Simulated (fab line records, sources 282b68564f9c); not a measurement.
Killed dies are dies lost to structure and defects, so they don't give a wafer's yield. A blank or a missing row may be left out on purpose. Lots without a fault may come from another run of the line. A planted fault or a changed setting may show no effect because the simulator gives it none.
Split-lot experiment | flow rit_cmos | 5 lots, 23 wafers read, on a route of 202 steps

THE SPLIT
At RIT_M1_METAL_ETCH_12 (etches Al in Cl2/BCl3, stops on SiO2, time 165 s, target depth 600 nm), the setting time_s was moved away from the recipe's 165 s on 12 of the 23 wafers read, by -4.2% to +13.0%. The other wafers ran this setting at the recipe's value.

The reading is taken at the split's own step.

THE READING
NOVOLAK_of_M1_COAT_04.thk_nm (the simulator's own value, which no gauge read), in nm, at RIT_M1_METAL_ETCH_12 (etches Al in Cl2/BCl3, stops on SiO2, time 165 s, target depth 600 nm). The file gives no usual value for it. The 11 wafers here that ran the recipe average 807.0 nm, standard deviation 4.7 nm.

wafer  | tool, chamber at the split | time_s as run, s | against the recipe | NOVOLAK_of_M1_COAT_04.thk_nm, nm | against lot-mates on the recipe
L075.2 | rie_metal-03, 1            | 186.4            | +13.0%             | 757.1                            | -44.2
L075.3 | rie_metal-03, 1            | 186.4            | +13.0%             | 761                              | -40.3
L075.4 | rie_metal-03, 0            | 186.4            | +13.0%             | 759.8                            | -41.5
L075.5 | rie_metal-03, 0            | 165              | recipe             | 800.8                            | -
L075.6 | rie_metal-03, 1            | 165              | recipe             | 801.9                            | -
L076.1 | rie_metal-01, 0            | 174              | +5.5%              | 790.8                            | -20.1
L076.2 | rie_metal-01, 1            | 174              | +5.5%              | 789.1                            | -21.8
L076.4 | rie_metal-01, 1            | 165              | recipe             | 810.1                            | -
L076.5 | rie_metal-01, 1            | 174              | +5.5%              | 789.4                            | -21.5
L076.6 | rie_metal-01, 0            | 165              | recipe             | 811.7                            | -
L081.3 | rie_metal-03, 1            | 165              | recipe             | 811.1                            | -
L081.4 | rie_metal-03, 0            | 165              | recipe             | 805.3                            | -
L081.6 | rie_metal-03, 0            | 165              | recipe             | 807.2                            | -
L082.1 | rie_metal-01, 0            | 158              | -4.2%              | 831.9                            | +21.6
L082.3 | rie_metal-01, 0            | 158              | -4.2%              | 831.6                            | +21.3
L082.4 | rie_metal-01, 1            | 165              | recipe             | 810.8                            | -
L082.5 | rie_metal-01, 0            | 158              | -4.2%              | 828.9                            | +18.6
L082.6 | rie_metal-01, 1            | 165              | recipe             | 809.9                            | -
L085.2 | rie_metal-01, 0            | 174.1            | +5.5%              | 788.6                            | -15.3
L085.3 | rie_metal-01, 1            | 165              | recipe             | 797.5                            | -
L085.4 | rie_metal-01, 0            | 174.1            | +5.5%              | 795.2                            | -8.7
L085.5 | rie_metal-01, 0            | 165              | recipe             | 810.3                            | -
L085.6 | rie_metal-01, 1            | 174.1            | +5.5%              | 783.4                            | -20.5

THE FIT
A straight line over all 23 wafers: NOVOLAK_of_M1_COAT_04.thk_nm changes by -3.88 nm for each +1% of time_s; r = -0.97; the points scatter about the line by 4.7 nm.
The same after taking each lot's own level away (the mean of its wafers on the recipe; 23 wafers): -3.48 nm for each +1%; r = -0.98; scatter 4 nm.
On that fit, the largest move of time_s shifts the reading by 45 nm.
The lots' own levels span 801.35 to 810.90 nm, that is 2.0 times the standard deviation above.
So the lot-to-lot level changes the slope: the two fits differ.
Check: with one of the wafers moved furthest among these (+13.0%) left out of the fit, the line predicts -43.5 nm for it against its lot-mates. It came out at -44.2 nm against them.

OTHER SPLITS ON THESE WAFERS
These wafers also went through other splits before the reading. Each is held against what the fit with the lots' levels taken away leaves over:
other split on the same wafers        | wafers away from the commonest value | r with NOVOLAK_of_M1_COAT_04.thk_nm (lot level and that fit taken away)
RIT_SPACER_CVD_03 sih2cl2_flow_sccm   | 15                                   | +0.42
RIT_NSD_COAT_01 resist_thk_nm         | 7                                    | -0.18
RIT_NSD_IMPLANT_08 energy_kev         | 5                                    | -0.23
RIT_SILICIDE_SPUTTER_01 power_w       | 11                                   | -0.03
RIT_CONTACT_DEVELOP_07 develop_time_s | 6                                    | +0.26
RIT_M1_EXPOSE_06 dose_mj              | 7                                    | +0.28

THE FILE'S OWN FIT
NOVOLAK_of_M1_COAT_04.thk_nm changes by -3.36 nm for each +1% of time_s, r = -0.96.
